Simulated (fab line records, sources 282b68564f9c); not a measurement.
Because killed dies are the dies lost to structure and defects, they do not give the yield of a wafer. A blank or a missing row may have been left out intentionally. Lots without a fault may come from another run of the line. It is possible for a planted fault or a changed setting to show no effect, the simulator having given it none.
Struck lot and sound lot, side by side / flow rit_cmos / 15 steps out of a route of 202
Sound: these wafers, L322.3, L322.4, L322.6. Struck: wafers L327.3, L327.5. (L327.1 of the same lot was not struck and is left out.) The cause comes at the end.
Each step with rows lists, per side, the tool, then ch with its chambers, then its first start. Under that, the readings that differ: sound wafers / struck wafers / difference of the means / sigmas: that difference in standard deviations of wafers without a fault.
alike: readings whose means differ by less than 2 such deviations, and words and numbers that are the same on both sides. not compared: withheld readings, readings that some wafer has no value for, bounds like >300 that may hide the same value, and numbers for which the record gives no deviation and whose values overlap.
A row with sigmas, a row that says differs or no value, or rows on one side alone: a step with any of these is where the two part. Numbers that don't overlap but have no deviation are shown without sigmas and don't part them. Lack of a reading on every wafer of one side parts them only where that side has two or more wafers.

RIT_M1_SPUTTER_00: material Al, target thk 400 nm, time 500 s.
  struck on pvd_sputter-01, day 6 21:02; sound on pvd_sputter-03, day 6 01:26
  alike: throttle_valve_pct
RIT_M1_RS_MEAS_01: the measuring method here is four-point-probe.
  struck on film_metro-04, day 6 21:19; sound on film_metro-04, day 6 01:46
  alike: M1_AL_RS
RIT_M1_THK_MEAS_02: measures by xrf.
  struck on film_metro-04, day 6 21:26; sound on film_metro-04, day 6 01:52
  alike: M1_AL_THK
then, 6 steps without rows for these wafers: RIT_M1_HMDS_03 (prime time 60 s); RIT_M1_COAT_04 (resist thk 1300 nm); RIT_M1_SOFTBAKE_05 (time 60 s); RIT_M1_EXPOSE_06 (exposes mask M12, target cd 2600 nm); RIT_M1_PEB_07; RIT_M1_DEVELOP_08 (develop time 68 s).
RIT_M1_CD_MEAS_09: target cd 2600 nm.
  struck on cd_sem-01, day 6 22:23; sound on cd_sem-01, day 6 02:57
  alike: cd_nm
RIT_M1_OVL_MEAS_10:
  struck on overlay-01, day 6 22:30; sound on overlay-01, day 6 03:02
  alike: M1_OVL
then, 1 step without rows for these wafers: RIT_M1_HARDBAKE_11 (time 120 s).
RIT_M1_METAL_ETCH_12: etches Al in Cl2/BCl3, stops on SiO2, time 165 s, target depth 600 nm.
  sound on rie_metal-02 ch 0,1, day 6 03:22; struck on rie_metal-02 ch 1, day 6 22:47
reading=oes_product_au (a.u.); sound=0.776 0.784 0.780; struck=0.850 0.848; difference=+0.069; sigmas=+4
reading=run_length_s (s); sound=192.7 192.8 192.8; struck=183.6 183.4; difference=-9.3; sigmas=-12
  alike: chamber_pressure_mTorr, drypump_motor_current_A, throttle_valve_pct
  not compared: rf_hours_counter_h, model.NOVOLAK_of_M1_COAT_04.thk_nm
then, 1 step without rows for these wafers: RIT_M1_STRIP_13 (strips in nmp, time 600 s).
RIT_M1_PROBE_99:
  struck on prober-01, day 7 01:08; sound on prober-02, day 6 05:40
  alike: defect_limited_yield, killed_at_contacts, killed_at_front_end, killed_dies, killed_open, killed_short, sort_bin_3_pad_short, sort_bin_5_function, sort_bin_6_memory, sort_n_pass, sort_yield_pct

WHERE THEY PART
RIT_M1_METAL_ETCH_12 only, going by this record. Later steps at which nothing parts them and some readings are alike: RIT_M1_PROBE_99.

WHY: the cause the simulator had injected
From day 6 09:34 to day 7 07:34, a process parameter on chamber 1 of rie_metal-02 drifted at RIT_M1_METAL_ETCH_12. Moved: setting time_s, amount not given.
